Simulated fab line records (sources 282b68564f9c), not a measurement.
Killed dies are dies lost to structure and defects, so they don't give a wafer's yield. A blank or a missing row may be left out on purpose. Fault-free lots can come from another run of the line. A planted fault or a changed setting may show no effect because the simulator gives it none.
Which tool did it? | flow rit-cmos | 13 lots with 39 wafers sampled at 5 steps, on a route of 202 steps

== WHAT THE GAUGES READ, wafer by wafer ==
RIT_PWELL_OVL_MEAS_06.
lot  | measured    | on         | PWELL_OVL (nm)
L228 | day 2 05:52 | overlay-01 | 0.9 1.0 -0.9
L229 | day 2 09:59 | overlay-02 | 0.1 0.0 -0.3
L230 | day 2 13:54 | overlay-02 | 3.5 2.5 0.3
L231 | day 2 17:55 | overlay-02 | 0.7 3.6 1.7
L232 | day 2 22:52 | overlay-01 | -1.4 0.2 -1.0
L233 | day 3 07:28 | overlay-01 | 1.5 1.4 1.2
L235 | day 3 18:23 | overlay-01 | 1.6 1.5 3.4
L238 | day 4 09:11 | overlay-01 | 0.9 -0.5 0.6
L239 | day 4 14:59 | overlay-02 | 0.5 0.4 -0.1
L244 | day 5 16:40 | overlay-01 | 0.5 -0.4 1.9
L248 | day 6 07:26 | overlay-02 | 0.8 2.1 1.2
L249 | day 6 11:54 | overlay-02 | -0.9 1.2 2.4
L250 | day 6 16:49 | overlay-01 | -0.2 -0.7 0.9

RIT_PRETRO_OVL_MEAS_06.
lot  | measured    | on         | PRETRO_OVL (nm)
L228 | day 2 14:31 | overlay-01 | -1.1 -2.2 -0.7
L229 | day 2 18:40 | overlay-01 | 1.6 1.7 -0.2
L230 | day 2 22:28 | overlay-02 | 1.1 2.6 2.7
L231 | day 3 02:28 | overlay-02 | 1.7 0.0 2.8
L232 | day 3 07:58 | overlay-01 | -1.7 -0.1 0.7
L233 | day 3 15:53 | overlay-01 | 1.2 1.9 -0.5
L235 | day 4 02:56 | overlay-02 | -0.5 -0.5 0.0
L238 | day 4 18:08 | overlay-02 | -1.8 -1.7 -0.5
L239 | day 4 23:41 | overlay-01 | - - -
L244 | day 6 01:44 | overlay-02 | -0.7 -0.4 -0.2
L248 | day 6 17:00 | overlay-01 | 1.8 0.2 0.9
L249 | day 6 21:39 | overlay-02 | -2.7 -1.7 -0.7
L250 | day 7 01:22 | overlay-01 | 1.7 0.8 0.6

RIT_PRETRO_TW_MEAS_10.
lot  | measured    | on            | PRETRO_TW
L228 | day 2 15:08 | film-metro-02 | 473 475 475
L229 | day 2 19:17 | film-metro-04 | 479 475 477
L230 | day 2 23:05 | film-metro-02 | 472 475 476
L231 | day 3 03:05 | film-metro-04 | 472 474 474
L232 | day 3 08:35 | film-metro-02 | 472 475 474
L233 | day 3 16:31 | film-metro-04 | 470 473 472
L235 | day 4 03:33 | film-metro-03 | 464 466 468
L238 | day 4 18:44 | film-metro-03 | 467 468 466
L239 | day 5 00:19 | film-metro-04 | 30 30 30 30 30 30
L244 | day 6 02:21 | film-metro-03 | 469 470 468
L248 | day 6 17:40 | film-metro-03 | 470 467 467
L249 | day 6 22:16 | film-metro-03 | 470 470 469
L250 | day 7 01:59 | film-metro-03 | 468 469 470

RIT_FOX2_THK_MEAS_91.
lot  | measured    | on            | FIELD_OXIDE_LEFT_2_THK (nm)
L228 | day 2 15:37 | film-metro-02 | 252 249 251
L229 | day 2 19:46 | film-metro-03 | 253 262 261
L230 | day 2 23:34 | film-metro-03 | 243 246 249
L231 | day 3 03:34 | film-metro-03 | 255 256 255
L232 | day 3 09:05 | film-metro-02 | 247 248 242
L233 | day 3 17:01 | film-metro-01 | 249 244 251
L235 | day 4 04:02 | film-metro-03 | 254 255 262
L238 | day 4 19:13 | film-metro-03 | 250 238 243
L244 | day 6 02:51 | film-metro-02 | 249 252 257
L248 | day 6 18:08 | film-metro-02 | 241 244 245
L249 | day 6 22:44 | film-metro-02 | 251 248 251
L250 | day 7 02:28 | film-metro-01 | 248 252 251

== WHAT TOOL EACH LOT RAN ON (gives the tool, then ch and the chambers of the sampled wafers, and finally the start) ==
lot  | RIT_PRETRO_EXPOSE_03
L228 | iline-stepper-01 ch 0, day 2 13:58
L229 | iline-stepper-02 ch 0, day 2 18:14
L230 | iline-stepper-01 ch 0, day 2 22:04
L231 | iline-stepper-01 ch 0, day 3 02:02
L232 | iline-stepper-02 ch 0, day 3 07:34
L233 | iline-stepper-02 ch 0, day 3 15:28
L235 | iline-stepper-02 ch 0, day 4 02:31
L238 | iline-stepper-02 ch 0, day 4 17:42
L239 | iline-stepper-01 ch 0, day 4 23:16
L244 | iline-stepper-01 ch 0, day 6 01:19
L248 | iline-stepper-01 ch 0, day 6 16:28
L249 | iline-stepper-02 ch 0, day 6 21:13
L250 | iline-stepper-01 ch 0, day 7 00:56
- RIT_PRETRO_EXPOSE_03: exposes mask M5, target cd 43700 nm.

== WHAT THE TOOLS THEMSELVES READ (means of the sampled wafers that have a number; where no wafer has one, the mark that the record gives instead) ==
RIT_PRETRO_EXPOSE_03.
lot  | tool             | exposure-dose-mJ-cm2
L228 | iline-stepper-01 | 249.97
L229 | iline-stepper-02 | 249.84
L230 | iline-stepper-01 | 249.84
L231 | iline-stepper-01 | 249.78
L232 | iline-stepper-02 | 249.81
L233 | iline-stepper-02 | 249.95
L235 | iline-stepper-02 | 249.87
L238 | iline-stepper-02 | 249.80
L239 | iline-stepper-01 | 250.34
L244 | iline-stepper-01 | 249.89
L248 | iline-stepper-01 | 249.64
L249 | iline-stepper-02 | 249.88
L250 | iline-stepper-01 | 249.86

== THE ANSWER, worked out from the rows above alone ==
Rule: usual is defined by the lots themselves. Put in order of their means at a reading, lots are off if they are a third of the lots or fewer, leave a main group of 4 or more, and stand apart from it by a gap of 3 or more times the standard deviation of the main group's means; of several such gaps the widest counts. Not used: any main group whose means are identical at the precision the tables above print for the reading. A lot without any number at a reading at which 4 lots or more have one is off too. Any other lot the step has rows for is counted as sound. The gauges are gone through in route order, then the tools' own readings, and for those a lot's mean is taken as printed above. At the first step where some lot is off, the reading lying furthest off is the one used; lots without a number count as furthest.
Off: L239, at RIT_PRETRO_OVL_MEAS_06 (PRETRO_OVL). Without a number there: L239. For the main group the mean is 0.2 nm and the standard deviation 1.2.
If a tool, at a process step before that reading, ran all the lots that are off and no sound lot after the first of them, it fits. The gauges at RIT_PRETRO_OVL_MEAS_06 aren't tried: what is off there is off at RIT_PRETRO_TW_MEAS_10 too, on other tools, and a gauge's error can't cause that. Of those tried, none fits.

== WHAT THE SIMULATOR PUT IN ==
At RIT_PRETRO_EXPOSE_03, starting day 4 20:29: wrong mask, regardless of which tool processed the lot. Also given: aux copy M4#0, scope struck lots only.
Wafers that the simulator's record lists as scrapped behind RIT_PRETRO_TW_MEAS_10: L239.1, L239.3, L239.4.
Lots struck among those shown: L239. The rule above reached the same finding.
